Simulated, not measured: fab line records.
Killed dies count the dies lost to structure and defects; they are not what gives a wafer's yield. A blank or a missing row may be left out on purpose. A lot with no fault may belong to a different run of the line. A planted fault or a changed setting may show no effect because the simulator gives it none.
fab line records	flow ritCmos
[record] lots = 14	wafers = 42	lastDay = 7
route steps=202 shown FOX2@24 PRETRO@70 GATE@81 M1@202
lots that met no fault: taken from a fault-free run of the same line
startH: hours from the record's opening day to when the first of the lot's shown wafers began	waitH: how many hours have passed since the lot's step before this one	" same as the row above	L1.1+2: several wafers, shown together as one row	- no value, or no start given	* or withheld: withheld	< > ~ a bound
route shown NAME@n: NAME is a module with steps in the file, n the number in the route of the first one	usual: mean/standard deviation taken from wafers without a fault	same: alike in all rows	chamber/n: place in a boat	sites: the reading at each site	_std_site: standard deviation across them	_edge_site: mean of outer sites minus mean of inner sites	radiusMm: for every site, how far away it sits from the centre of the wafer	mask NAME#n: copy n	behind: the tool/chamber that last shaped the wafer	hold: why the lot went on hold/how many hours it stayed there/how the hold came to an end	device: whichever transistor did not switch (one of n, p or np)	end of line: tests run on the same wafers once the route is complete	a step given without rows: its recipe and nothing more	killed: count of dies lost to structure and defects at first sort (not the wafer's yield)	map: per-die view of a wafer (x killed, . not killed, _ where there is no die)
set.NAME: the setting the step ran with; set.NAME@STEP: the setting that earlier step ran with	model.NAME: the simulator's own value behind a step, which no gauge read
a sample of lots followed through the steps of the route, with each step as a table and each wafer as a row
services: when a tool's chamber went out of use (startH, in hours from the record's first day, below 0 if earlier), for how many hours, and the reason
[[steps]]
[step RIT_FOX2_THK_MEAS_01]
[recipe] reads = SiO2_of_FOX2_OXIDATION_00
[usual] FOX2_OXIDE_THK = 349/5.8
lot.wafer	tool	chamber	startH	waitH	FOX2_OXIDE_THK[nm]
L497.3	filmMetro-04	-	20.08	0.0	361
L497.5	"	-	"	"	362
L497.6	"	-	"	"	361
L498.1	filmMetro-02	-	25.49	0.0	346
L498.2	"	-	"	"	343
L498.6	"	-	"	"	341
L499.1	filmMetro-02	-	29.37	0.0	349
L499.2	"	-	"	"	342
L499.3	"	-	"	"	344
L500.1	filmMetro-01	-	34.98	0.0	348
L500.4	"	-	"	"	347
L500.5	"	-	"	"	348
L501.2	filmMetro-01	-	40.66	0.0	348
L501.4	"	-	"	"	343
L501.6	"	-	"	"	355
L502.2	filmMetro-01	-	46.02	0.0	352
L502.3	"	-	"	"	352
L502.4	"	-	"	"	350
L503.1	filmMetro-01	-	51.25	0.0	349
L503.2	"	-	"	"	351
L503.3	"	-	"	"	349
L504.1	filmMetro-01	-	54.97	0.0	350
L504.3	"	-	"	"	348
L504.4	"	-	"	"	350
L505.1	filmMetro-01	-	59.23	0.0	341
L505.2	"	-	"	"	345
L505.4	"	-	"	"	341
L513.2	filmMetro-04	-	100.98	0.0	350
L513.4	"	-	"	"	352
L513.6	"	-	"	"	349
L514.2	filmMetro-04	-	104.64	0.0	354
L514.4	"	-	"	"	357
L514.6	"	-	"	"	355
L518.1	filmMetro-01	-	126.09	0.0	345
L518.5	"	-	"	"	352
L518.6	"	-	"	"	353
L519.2	filmMetro-04	-	130.95	0.0	352
L519.4	"	-	"	"	350
L519.6	"	-	"	"	349
L520.2	filmMetro-04	-	135.97	0.0	355
L520.4	"	-	"	"	351
L520.5	"	-	"	"	348
[step RIT_PRETRO_OVL_MEAS_06]
[usual] PRETRO_OVL = -0.3/1.3
lot.wafer	tool	chamber	startH	waitH	PRETRO_OVL[nm]
L497.3	overlay-01	-	32.50	-	-0.1
L497.5	"	-	"	"	1.0
L497.6	"	-	"	"	0.2
L498.1	overlay-01	-	38.30	-	-0.2
L498.2	"	-	"	"	-1.9
L498.6	"	-	"	"	-1.9
L499.1	overlay-02	-	42.49	-	0.8
L499.2	"	-	"	"	1.7
L499.3	"	-	"	"	1.9
L500.1	overlay-02	-	47.69	-	-2.1
L500.4	"	-	"	"	-3.7
L500.5	"	-	"	"	-0.8
L501.2	overlay-02	-	52.78	-	-3.6
L501.4	"	-	"	"	-1.6
L501.6	"	-	"	"	-3.0
L502.2	overlay-02	-	59.21	-	-0.3
L502.3	"	-	"	"	-0.3
L502.4	"	-	"	"	-0.3
L503.1	overlay-02	-	64.72	-	0.3
L503.2	"	-	"	"	-1.1
L503.3	"	-	"	"	-0.9
L504.1	overlay-01	-	66.96	-	1.7
L504.3	"	-	"	"	1.9
L504.4	"	-	"	"	1.5
L505.1	overlay-01	-	72.30	-	1.2
L505.2	"	-	"	"	0.3
L505.4	"	-	"	"	-2.0
L513.2	overlay-02	-	114.65	-	-0.6
L513.4	"	-	"	"	0.4
L513.6	"	-	"	"	-1.7
L514.2	overlay-02	-	118.92	-	1.3
L514.4	"	-	"	"	0.9
L514.6	"	-	"	"	1.0
L518.1	overlay-01	-	138.90	-	1.2
L518.5	"	-	"	"	2.4
L518.6	"	-	"	"	1.8
L519.2	overlay-02	-	144.19	-	-0.4
L519.4	"	-	"	"	0.9
L519.6	"	-	"	"	-0.3
L520.2	overlay-02	-	149.81	-	0.6
L520.4	"	-	"	"	0.4
L520.5	"	-	"	"	0.0
[step RIT_GATE_OXIDATION_05]
[recipe] tempC = 900	ambient = O2	targetThkA = 30	oxTimeS = 270
[usual] tubeCenterTempC = 900/0.077
[same] oxTimeS = 270
lot.wafer	tool	chamber	startH	waitH	tubeCenterTempC
L497.3	furnace-01	0	33.66	0.0	900.02
L497.5	"	0	"	"	900.09
L497.6	"	0	"	"	899.97
L498.1	furnace-04	0	41.02	1.6	899.89
L498.2	"	0	"	"	899.97
L498.6	"	0	"	"	900.06
L499.1	furnace-04	0	44.28	0.7	899.93
L499.2	"	0	"	"	899.97
L499.3	"	0	"	"	900.04
L500.1	furnace-03	0	48.86	0.1	899.99
L500.4	"	0	"	"	900.06
L500.5	"	0	"	"	899.97
L501.2	furnace-04	0	54.97	0.7	900.05
L501.4	"	0	"	"	900.05
L501.6	"	0	"	"	899.95
L502.2	furnace-01	0	61.82	1.5	900.03
L502.3	"	0	"	"	900.03
L502.4	"	0	"	"	900
L503.1	furnace-04	0	67.04	1.1	900.1
L503.2	"	0	"	"	900.07
L503.3	"	0	"	"	900.03
L504.1	furnace-04	0	68.36	0.2	900.11
L504.3	"	0	"	"	899.95
L504.4	"	0	"	"	900
L505.1	furnace-03	0	75.81	2.4	900.09
L505.2	"	0	"	"	899.93
L505.4	"	0	"	"	899.98
L513.2	furnace-03	0	116.17	0.4	900.03
L513.4	"	0	"	"	900.03
L513.6	"	0	"	"	900.02
L514.2	furnace-01	0	122.14	2.1	899.94
L514.4	"	0	"	"	900.05
L514.6	"	0	"	"	899.95
L518.1	furnace-03	0	141.30	1.1	900.04
L518.5	"	0	"	"	899.99
L518.6	"	0	"	"	899.88
L519.2	furnace-04	0	147.14	1.8	899.97
L519.4	"	0	"	"	899.81
L519.6	"	0	"	"	899.97
L520.2	furnace-03	0	151.59	0.7	900.02
L520.4	"	0	"	"	899.92
L520.5	"	0	"	"	899.94
[step RIT_GATE_THK_MEAS_07]
[recipe] reads = SiO2_of_GATE_OXIDATION_05
[usual] GATE_OXIDE_THK = 2.98/0.064
lot.wafer	tool	chamber	startH	waitH	hold	GATE_OXIDE_THK[nm]
L497.3	filmMetro-02	-	35.25	0.0	-	2.93
L497.5	"	-	"	"	-	2.85
L497.6	"	-	"	"	-	2.82
L498.1	filmMetro-01	-	44.28	0.0	-	2.94
L498.2	"	-	"	"	-	2.97
L498.6	"	-	"	"	-	3.09
L499.1	filmMetro-04	-	46.26	0.0	-	3.00
L499.2	"	-	"	"	-	3.04
L499.3	"	-	"	"	-	3.01
L500.1	filmMetro-04	-	50.23	0.0	-	3.02
L500.4	"	-	"	"	-	3.04
L500.5	"	-	"	"	-	2.98
L501.2	filmMetro-02	-	56.75	0.0	-	3.04
L501.4	"	-	"	"	-	3.01
L501.6	"	-	"	"	-	2.98
L502.2	filmMetro-04	-	64.42	0.0	-	2.88
L502.3	"	-	"	"	-	2.96
L502.4	"	-	"	"	-	2.92
L503.1	filmMetro-02	-	68.36	0.0	awaitDispo/0.2h/release	3.47
L503.2	"	-	"	"	awaitDispo/0.2h/release	3.54
L503.3	"	-	"	"	awaitDispo/0.2h/release	3.47
L503.1	filmMetro-02	-	68.59	0.2	-	3.47
L503.2	"	-	"	"	-	3.51
L503.3	"	-	"	"	-	3.47
L504.1	filmMetro-01	-	69.69	0.0	awaitDispo/0.2h/release	3.25
L504.3	"	-	"	"	awaitDispo/0.2h/release	3.34
L504.4	"	-	"	"	awaitDispo/0.2h/release	3.38
L504.1	filmMetro-01	-	69.92	0.2	-	3.30
L504.3	"	-	"	"	-	3.37
L504.4	"	-	"	"	-	3.38
L505.1	filmMetro-04	-	79.07	0.0	-	2.90
L505.2	"	-	"	"	-	2.88
L505.4	"	-	"	"	-	2.94
L513.2	filmMetro-02	-	118.82	0.0	-	2.92
L513.4	"	-	"	"	-	2.96
L513.6	"	-	"	"	-	2.99
L514.2	filmMetro-01	-	124.79	0.0	-	3.05
L514.4	"	-	"	"	-	3.13
L514.6	"	-	"	"	-	3.09
L518.1	filmMetro-04	-	142.70	0.0	-	2.92
L518.5	"	-	"	"	-	3.00
L518.6	"	-	"	"	-	2.98
L519.2	filmMetro-01	-	148.47	0.0	-	3.05
L519.4	"	-	"	"	-	3.00
L519.6	"	-	"	"	-	3.01
L520.2	filmMetro-01	-	153.54	0.0	-	3.01
L520.4	"	-	"	"	-	2.97
L520.5	"	-	"	"	-	2.99
[step RIT_GATE_STRIP_20]
[recipe] chemistry = O2	timeS = 180	resist = NOVOLAK	platenTempC = withheld	powerW = 500	pressureMtorr = 4000	o2FlowSccm = 4000
[usual] drypumpMotorCurrentA = 5.8/0.58
lot.wafer	tool	chamber	startH	waitH	drypumpMotorCurrentA	rfHoursCounterH
L497.3	plasmaAsher-01	1	38.73	0.1	6.5	-
L497.5	"	1	"	"	6.5	-
L497.6	"	0	"	"	5.2	-
L498.1	plasmaAsher-02	0	47.41	0.1	5.7	39
L498.2	"	1	"	"	5.8	39
L498.6	"	1	"	"	5.8	-
L499.1	plasmaAsher-01	1	49.26	0.1	6.5	42
L499.2	"	0	"	"	5.2	42
L499.3	"	0	"	"	5.3	-
L500.1	plasmaAsher-01	1	53.28	0.1	6.5	43
L500.4	"	1	"	"	6.5	-
L500.5	"	0	"	"	5.2	-
L501.2	plasmaAsher-03	0	59.80	0.1	6.4	24
L501.4	"	1	"	"	4.9	-
L501.6	"	0	"	"	6.4	-
L502.2	plasmaAsher-01	1	67.62	0.1	6.5	44
L502.3	"	0	"	"	5.2	-
L502.4	"	1	"	"	6.4	-
L504.1	plasmaAsher-03	0	75.10	0.1	6.4	25
L504.3	"	0	"	"	6.4	-
L504.4	"	1	"	"	4.8	-
L503.1	plasmaAsher-03	1	76.75	0.1	4.8	25
L503.2	"	0	"	"	6.4	25
L503.3	"	1	"	"	4.9	-
L505.1	plasmaAsher-03	1	83.25	0.1	4.9	26
L505.2	"	0	"	"	6.4	26
L505.4	"	1	"	"	4.9	-
L513.2	plasmaAsher-02	1	121.81	0.1	5.7	1
L513.4	"	1	"	"	5.7	-
L513.6	"	1	"	"	5.8	-
L514.2	plasmaAsher-01	0	127.96	0.1	5.2	52
L514.4	"	0	"	"	5.2	-
L514.6	"	0	"	"	5.2	-
L518.1	plasmaAsher-01	1	147.72	0.1	6.5	54
L518.5	"	0	"	"	5.2	-
L518.6	"	1	"	"	6.5	-
L519.2	plasmaAsher-03	1	152.40	0.1	4.9	30
L519.4	"	1	"	"	4.8	-
L519.6	"	1	"	"	4.9	-
L520.2	plasmaAsher-02	0	156.53	0.1	5.7	5
L520.4	"	1	"	"	5.8	-
L520.5	"	1	"	"	5.8	-
[step RIT_M1_PROBE_99]
[usual] killedAtContacts = 0.0/0.22	killedAtFrontEnd = 7/3.3	killedDies = 7/3.3	killedOnRim = 1.9/1.4	killedOpen = 3.3/1.9	killedShort = 3.6/2.1
[same] grossDies = 264	killed_at_M0_to_M3 = 0	killed_at_M4_up = 0	killedAtBackSide = 0	killedAtOther = 0
lot.wafer	tool	chamber	startH	waitH	killedAtContacts	killedAtFrontEnd	killedDies	killedOnRim	killedOpen	killedShort
L497.3	prober-01	-	60.21	0.2	0	9	9	1	4	5
L497.5	prober-01	-	60.31	0.2	0	14	14	3	5	9
L497.6	prober-01	-	60.36	0.2	0	11	11	1	5	6
L498.1	prober-02	-	67.24	0.1	0	8	8	4	4	4
L498.2	prober-02	-	67.29	0.1	0	8	8	0	3	3
L498.6	prober-02	-	67.49	0.2	0	3	3	1	2	1
L499.1	prober-01	-	69.61	0.1	0	5	5	1	3	2
L499.2	prober-01	-	69.66	0.1	0	1	1	0	1	0
L499.3	prober-01	-	69.71	0.2	0	6	6	3	4	2
L500.1	prober-02	-	73.39	0.1	0	6	6	1	2	4
L500.4	prober-02	-	73.54	0.2	0	4	4	2	3	1
L500.5	prober-02	-	73.59	0.2	0	13	13	4	5	8
L501.2	prober-01	-	81.09	0.1	0	7	7	0	2	5
L501.4	prober-01	-	81.19	0.2	0	1	1	0	0	1
L501.6	prober-01	-	81.29	0.2	1	8	9	3	3	6
L502.2	prober-02	-	87.61	0.1	0	7	7	2	3	4
L502.3	prober-02	-	87.66	0.2	0	6	6	1	3	3
L502.4	prober-02	-	87.71	0.2	0	6	6	1	3	3
L504.1	prober-02	-	94.95	0.1	0	7	7	1	4	3
L504.3	prober-02	-	95.05	0.2	0	4	4	2	2	0
L504.4	prober-02	-	95.10	0.2	0	11	11	2	5	6
L505.1	prober-01	-	102.91	0.1	0	6	6	1	3	3
L505.2	prober-01	-	102.96	0.1	0	3	3	1	3	0
L505.4	prober-01	-	103.06	0.2	0	5	5	2	4	1
L513.2	prober-01	-	144.40	0.1	0	9	9	0	4	5
L513.4	prober-01	-	144.50	0.2	0	6	6	1	5	1
L513.6	prober-01	-	144.60	0.2	0	6	6	2	3	3
L514.2	prober-02	-	148.22	0.1	0	6	6	1	1	5
L514.4	prober-02	-	148.32	0.2	0	0	0	0	0	0
L514.6	prober-02	-	148.42	0.2	0	1	1	0	1	0
L518.1	prober-02	-	168.22	0.1	0	6	6	3	4	2
L518.5	prober-02	-	168.42	0.2	0	9	9	2	6	3
L518.6	prober-02	-	168.47	0.2	0	11	11	1	2	9
L519.2	prober-01	-	172.38	0.1	1	10	11	4	3	8
L519.4	prober-01	-	172.48	0.2	0	12	12	2	8	4
L519.6	prober-01	-	172.58	0.2	0	2	2	0	2	0
L520.2	prober-02	-	176.73	0.1	0	6	6	2	4	2
L520.4	prober-02	-	176.83	0.2	0	6	6	0	3	3
L520.5	prober-02	-	176.88	0.2	0	7	7	0	2	5
// killed by level:class
L497.3 GATE:geometricParticle:short=3 GATE:geometricParticle:open=2 FOX2:geometricParticle:open=1 SPACER:geometricParticle:short=1 SILICIDE:geometricParticle:open=1 SILICIDE:geometricParticle:short=1
L497.5 GATE:geometricParticle:short=6 GATE:geometricParticle:open=4 REOX:geometricParticle:short=3 FOX1:geometricParticle:open=1
L497.6 GATE:geometricParticle:open=4 SILICIDE:geometricParticle:short=3 GATE:geometricParticle:short=2 FOX1:geometricParticle:short=1 REOX:geometricParticle:open=1
L498.1 GATE:geometricParticle:short=3 GATE:geometricParticle:open=2 FOX1:geometricParticle:open=1 REOX:geometricParticle:short=1 SILICIDE:geometricParticle:open=1
L498.2 FOX1:geometricParticle:short=2 GATE:geometricParticle:open=2 PSD:coatMicrobubblePrinted=2 FOX1:geometricParticle:open=1 GATE:geometricParticle:short=1
L498.6 GATE:geometricParticle:short=1 GATE:geometricParticle:open=1 SILICIDE:geometricParticle:open=1
L499.1 FOX1:geometricParticle:open=1 FOX2:geometricParticle:short=1 GATE:geometricParticle:short=1 REOX:geometricParticle:open=1 SILICIDE:geometricParticle:open=1
L499.2 GATE:geometricParticle:open=1
L499.3 GATE:geometricParticle:open=3 FOX2:geometricParticle:open=1 FOX2:geometricParticle:short=1 GATE:geometricParticle:short=1
L500.1 SPACER:geometricParticle:short=2 FOX2:geometricParticle:short=1 GATE:geometricParticle:open=1 GATE:geometricParticle:short=1 SILICIDE:geometricParticle:open=1
L500.4 GATE:geometricParticle:open=1 GATE:geometricParticle:short=1 SPACER:geometricParticle:open=1 SILICIDE:geometricParticle:open=1
L500.5 GATE:geometricParticle:short=3 SILICIDE:geometricParticle:short=3 GATE:geometricParticle:open=2 FOX1:geometricParticle:open=1 FOX1:geometricParticle:short=1 SPACER:geometricParticle:short=1 SPACER:geometricParticle:open=1 SILICIDE:geometricParticle:open=1
L501.2 GATE:geometricParticle:short=2 SPACER:geometricParticle:short=2 SPACER:geometricParticle:open=2 FOX1:geometricParticle:short=1
L501.4 GATE:geometricParticle:short=1
L501.6 GATE:geometricParticle:short=2 FOX1:geometricParticle:short=1 FOX1:geometricParticle:open=1 FOX2:geometricParticle:open=1 REOX:geometricParticle:open=1 SPACER:geometricParticle:short=1 SILICIDE:geometricParticle:short=1 CONTACT:geometricParticle:short=1
L502.2 FOX1:geometricParticle:short=1 FOX1:geometricParticle:open=1 GATE:geometricParticle:open=1 REOX:geometricParticle:short=1 SPACER:geometricParticle:open=1 SPACER:geometricParticle:short=1 SILICIDE:geometricParticle:short=1
L502.3 GATE:geometricParticle:short=2 GATE:geometricParticle:open=1 REOX:geometricParticle:open=1 SPACER:geometricParticle:open=1 SPACER:geometricParticle:short=1
L502.4 REOX:geometricParticle:open=3 GATE:geometricParticle:short=1 REOX:geometricParticle:short=1 SPACER:geometricParticle:short=1
L504.1 FOX2:geometricParticle:open=2 SILICIDE:geometricParticle:open=2 FOX2:geometricParticle:short=1 GATE:geometricParticle:short=1 SILICIDE:geometricParticle:short=1
L504.3 ACTIVE:coatMicrobubblePrinted=2 ACTIVE:geometricParticle:open=1 GATE:geometricParticle:open=1
L504.4 FOX2:geometricParticle:open=2 GATE:geometricParticle:short=2 REOX:geometricParticle:short=2 FOX2:geometricParticle:short=1 REOX:geometricParticle:open=1 SPACER:geometricParticle:short=1 SPACER:geometricParticle:open=1 SILICIDE:geometricParticle:open=1
L505.1 FOX1:geometricParticle:short=2 FOX1:geometricParticle:open=2 GATE:geometricParticle:short=1 REOX:geometricParticle:open=1
L505.2 GATE:geometricParticle:open=2 SILICIDE:geometricParticle:open=1
L505.4 GATE:geometricParticle:open=2 SILICIDE:geometricParticle:open=2 FOX1:geometricParticle:short=1
L513.2 GATE:geometricParticle:short=3 FOX1:geometricParticle:open=2 GATE:geometricParticle:open=2 REOX:geometricParticle:short=2
L513.4 GATE:geometricParticle:open=2 SPACER:geometricParticle:open=2 GATE:geometricParticle:short=1 SILICIDE:geometricParticle:open=1
L513.6 SPACER:geometricParticle:open=2 FOX1:geometricParticle:short=1 FOX2:geometricParticle:open=1 GATE:geometricParticle:short=1 SILICIDE:geometricParticle:short=1
L514.2 FOX1:geometricParticle:short=3 GATE:geometricParticle:short=1 REOX:geometricParticle:open=1 SPACER:geometricParticle:short=1
L514.6 GATE:geometricParticle:open=1
L518.1 GATE:geometricParticle:open=4 FOX1:geometricParticle:short=1 GATE:geometricParticle:short=1
L518.5 GATE:geometricParticle:short=3 GATE:geometricParticle:open=2 FOX2:geometricParticle:open=1 REOX:geometricParticle:open=1 SPACER:geometricParticle:open=1 SILICIDE:geometricParticle:open=1
L518.6 GATE:geometricParticle:short=4 REOX:geometricParticle:short=3 SILICIDE:geometricParticle:short=2 GATE:geometricParticle:open=1 REOX:geometricParticle:open=1
L519.2 GATE:geometricParticle:short=4 REOX:geometricParticle:short=2 SPACER:geometricParticle:short=2 FOX2:geometricParticle:open=1 SILICIDE:geometricParticle:open=1 CONTACT:geometricParticle:open=1
L519.4 GATE:geometricParticle:open=6 SILICIDE:geometricParticle:open=2 SILICIDE:geometricParticle:short=2 FOX1:geometricParticle:short=1 GATE:geometricParticle:short=1
L519.6 GATE:geometricParticle:open=1 SILICIDE:geometricParticle:open=1
L520.2 FOX1:geometricParticle:open=1 GATE:geometricParticle:short=1 GATE:geometricParticle:open=1 SPACER:geometricParticle:short=1 SPACER:geometricParticle:open=1 SILICIDE:geometricParticle:open=1
L520.4 GATE:geometricParticle:short=3 REOX:geometricParticle:open=2 FOX1:geometricParticle:open=1
L520.5 SPACER:geometricParticle:short=2 FOX2:geometricParticle:short=1 FOX2:geometricParticle:open=1 GATE:geometricParticle:short=1 REOX:geometricParticle:short=1 SPACER:geometricParticle:open=1
[[services]]
tool	chamber	startH	hours	kind
furnace-01	-	17.56	3.5	pm
furnace-03	-	35.50	3.8	pm
plasmaAsher-03	-	41.25	0.8	repair
furnace-03	-	72.40	3.4	pm
furnace-01	-	96.51	4.2	pm
plasmaAsher-03	-	99.91	28.1	pm
plasmaAsher-02	-	108.75	9.0	pm
plasmaAsher-02	0	108.75	9.0	ventCycle
plasmaAsher-02	1	108.75	9.0	ventCycle
furnace-04	-	115.36	3.7	pm
plasmaAsher-02	0	117.75	-	clean
plasmaAsher-02	1	117.75	-	clean
plasmaAsher-01	-	129.07	1.5	repair
plasmaAsher-03	-	136.23	5.4	repair
furnace-01	-	140.02	2.4	pm
[[key]]
[firstSign] step = RIT_GATE_THK_MEAS_07	reading = visit	direction = added
[effect] step = RIT_GATE_THK_MEAS_07	reading = GATE_OXIDE_THK	direction = up	sigmas = 6.6	usual = 2.98	struck = 3.41
metAt RIT_GATE_OXIDATION_05
struckLots L503,L504
rowsEnd L503.1,L503.2,L503.3
testerLeftOut L504
notActingAt RIT_FOX2_THK_MEAS_01,RIT_PRETRO_OVL_MEAS_06,RIT_GATE_STRIP_20
[fault] kind = processParameterDrift	tool = furnace-04	chamber = -	onsetH = 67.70	steps = RIT_GATE_OXIDATION_05	channel = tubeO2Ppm	offset = 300	shape = step	endH = 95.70
// testerLeftOut: of these lots the tester's yield and bins aren't shown, on N5 and GAA mostly nor the transistor test; their killed dies are dies lost to structure and defects alone, not to doping, threshold or leakage, so they don't give the yield
// rowsEnd: these wafers met a further fault down the route, and their rows from its step on are left out
